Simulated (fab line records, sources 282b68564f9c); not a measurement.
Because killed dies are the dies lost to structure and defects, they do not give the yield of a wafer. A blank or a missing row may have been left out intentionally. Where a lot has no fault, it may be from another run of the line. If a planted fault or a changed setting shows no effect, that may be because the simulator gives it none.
What tool caused it? ; flow ritCmos ; Sampling: 14 lots, 42 wafers, 2 of 202 route steps

## WHAT THE GAUGES READ, wafer by wafer
RIT_GATE_THK_MEAS_09.
lot;measured;on;GATE_POLY_THK (nm)
L307;day 3 11:04;filmMetro-02;246.3 245.4 247.9
L308;day 3 19:56;filmMetro-02;248.6 247.7 247.1
L309;day 3 22:53;filmMetro-02;248.4 249.3 247.1
L310;day 4 00:49;filmMetro-04;246.6 248.3 248.5
L312;day 4 10:16;filmMetro-02;248.0 247.3 245.6
L313;day 4 16:05;filmMetro-01;246.4 247.2 248.4
L315;day 4 23:37;filmMetro-04;251.5 251.0 250.2
L316;day 5 05:17;filmMetro-04;244.9 247.5 246.9
L319;day 5 20:22;filmMetro-02;250.4 248.9 250.8
L321;day 6 06:29;filmMetro-01;270.9 270.5 272.3 271.0 270.7 272.1
L323;day 6 12:14;filmMetro-04;273.8 271.5 272.3 273.7 271.4 272.3
L324;day 6 20:16;filmMetro-04;251.2 250.6 251.8
L325;day 7 01:00;filmMetro-01;247.5 245.6 247.7
L326;day 7 07:58;filmMetro-02;248.5 247.4 250.3

## TOOL THAT RAN EACH LOT (tool first, then ch and the chambers of the sampled wafers, then the start)
lot;RIT_GATE_CVD_08
L307;lpcvd-01 ch 1, day 3 09:27
L308;lpcvd-02 ch 0, day 3 18:19
L309;lpcvd-02 ch 0, day 3 21:14
L310;lpcvd-02 ch 1, day 3 23:12
L312;lpcvd-02 ch 1, day 4 08:38
L313;lpcvd-01 ch 1, day 4 14:28
L315;lpcvd-01 ch 1, day 4 21:59
L316;lpcvd-02 ch 1, day 5 03:38
L319;lpcvd-02 ch 0, day 5 18:45
L321;lpcvd-02 ch 0, day 6 04:50
L323;lpcvd-02 ch 0, day 6 10:37
L324;lpcvd-01 ch 1, day 6 18:38
L325;lpcvd-02 ch 1, day 6 23:23
L326;lpcvd-01 ch 1, day 7 06:19
- RIT_GATE_CVD_08: deposits poly-Si from SiH4, target thk 250 nm, time 2220 s.

## WHAT THE TOOLS THEMSELVES READ (means of the sampled wafers that have a number; where no wafer has one, the mark that the record gives instead)
RIT_GATE_CVD_08.
lot;tool;pressureMtorr (mTorr)
L307;lpcvd-01;299.2
L308;lpcvd-02;300.2
L309;lpcvd-02;300.2
L310;lpcvd-02;300.0
L312;lpcvd-02;299.3
L313;lpcvd-01;299.3
L315;lpcvd-01;299.9
L316;lpcvd-02;299.7
L319;lpcvd-02;299.5
L321;lpcvd-02;359.9
L323;lpcvd-02;359.2
L324;lpcvd-01;299.7
L325;lpcvd-02;300.8
L326;lpcvd-01;299.6

## THE ANSWER, worked out from the rows above alone
Rule: what is usual is taken from the lots themselves. Put in order of their means at a reading, lots are off if they are a third of the lots or fewer, leave a main group of 4 or more, and stand apart from it by a gap of 3 or more times the standard deviation of the main group's means; of several such gaps the widest counts. If all means in a main group match to the digits the tables above print for the reading, that group is not used. Also off: a lot with no number at a reading for which 4 or more lots have one. Where the step has rows for the other lots, those lots are counted as sound. After the gauges, taken in route order, come the tools' own readings; for these a lot's mean is taken, as printed above. At the first step where some lot is off, the reading lying furthest off is the one used; lots without a number count as furthest.
Off: L321, L323, seen at RIT_GATE_THK_MEAS_09 (GATE_POLY_THK). Main group: mean 248.2 nm, sd 1.6.
If a tool, at a process step before that reading, ran all the lots that are off and no sound lot after the first of them, it fits. The gauges at RIT_GATE_THK_MEAS_09 aren't tried: what is off there is off at RIT_GATE_CVD_08 too, on other tools, and a gauge's error can't cause that. Not one of the candidates tried fits.

## WHAT HAD BEEN PUT IN BY THE SIMULATOR
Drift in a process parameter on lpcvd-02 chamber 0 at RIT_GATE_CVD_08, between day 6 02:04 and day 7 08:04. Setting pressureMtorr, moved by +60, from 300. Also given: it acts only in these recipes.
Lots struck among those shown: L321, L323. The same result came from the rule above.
